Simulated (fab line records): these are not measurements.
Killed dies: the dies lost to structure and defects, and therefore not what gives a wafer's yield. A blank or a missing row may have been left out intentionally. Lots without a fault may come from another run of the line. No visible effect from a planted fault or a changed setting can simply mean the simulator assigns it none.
Which tool did it? | flow rit cmos | Sampling: 7 lots, 21 wafers, 2 of 202 route steps

== WHAT THE GAUGES READ, wafer by wafer ==
RIT_ACTIVE_THK_MEAS_02.
lot  | measured    | on            | ACTIVE_OXIDE_THK (nm)
L150 | day 1 21:11 | film metro-04 | 48.6 48.4 48.8
L152 | day 2 07:44 | film metro-02 | 46.8 47.5 47.4
L155 | day 3 00:53 | film metro-02 | 48.1 48.3 47.6
L157 | day 3 05:21 | film metro-03 | 41.5 41.6 41.7
L160 | day 3 20:11 | film metro-02 | 39.0 39.1 38.8
L162 | day 4 07:20 | film metro-02 | 45.1 46.0 45.4
L171 | day 6 06:07 | film metro-03 | 47.1 47.1 46.5

== WHICH TOOL RAN EACH LOT (tool, then ch and the chambers of the sampled wafers, then the start) ==
lot  | RIT_ACTIVE_OXIDATION_01
L150 | furnace-04 ch 0, day 1 19:16
L152 | furnace-03 ch 0, day 2 05:47
L155 | furnace-04 ch 0, day 2 22:56
L157 | furnace-04 ch 0, day 3 03:25
L160 | furnace-04 ch 0, day 3 18:14
L162 | furnace-03 ch 0, day 4 05:23
L171 | furnace-03 ch 0, day 6 04:10
- RIT_ACTIVE_OXIDATION_01: target thk 46.8 nm, ox time 3360 s.

== THE ANSWER, worked out from the rows above alone ==
Rule: what is usual is taken from the lots themselves. Put in order of their means at a reading, lots are off if they are a third of the lots or fewer, leave a main group of 4 or more, and stand apart from it by a gap of 3 or more times the standard deviation of the main group's means; of several such gaps the widest counts. Not used: any main group whose means are identical at the precision the tables above print for the reading. Also off: a lot with no number at a reading for which 4 or more lots have one. Any other lot the step has rows for is counted as sound.
Off: L157, L160, seen at RIT_ACTIVE_THK_MEAS_02 (ACTIVE_OXIDE_THK). Mean 47.2 nm and standard deviation 1.1 in the main group.
A tool fits if, at a process step before that reading, it ran every lot that is off, and no sound lot after the first of them. Gauges at RIT_ACTIVE_THK_MEAS_02: tried the same way as those tools. One fits: furnace-04 at RIT_ACTIVE_OXIDATION_01. A fault onset in the window from L155 (day 2 22:56, its last sound lot) to L157 (day 3 03:25, its first lot off) fits.

== WHAT THE SIMULATOR HAD INSERTED ==
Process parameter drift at RIT_ACTIVE_OXIDATION_01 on furnace-04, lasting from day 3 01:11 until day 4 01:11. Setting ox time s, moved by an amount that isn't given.
Shown lots that were struck: L157, L160. Same finding as the rule above.
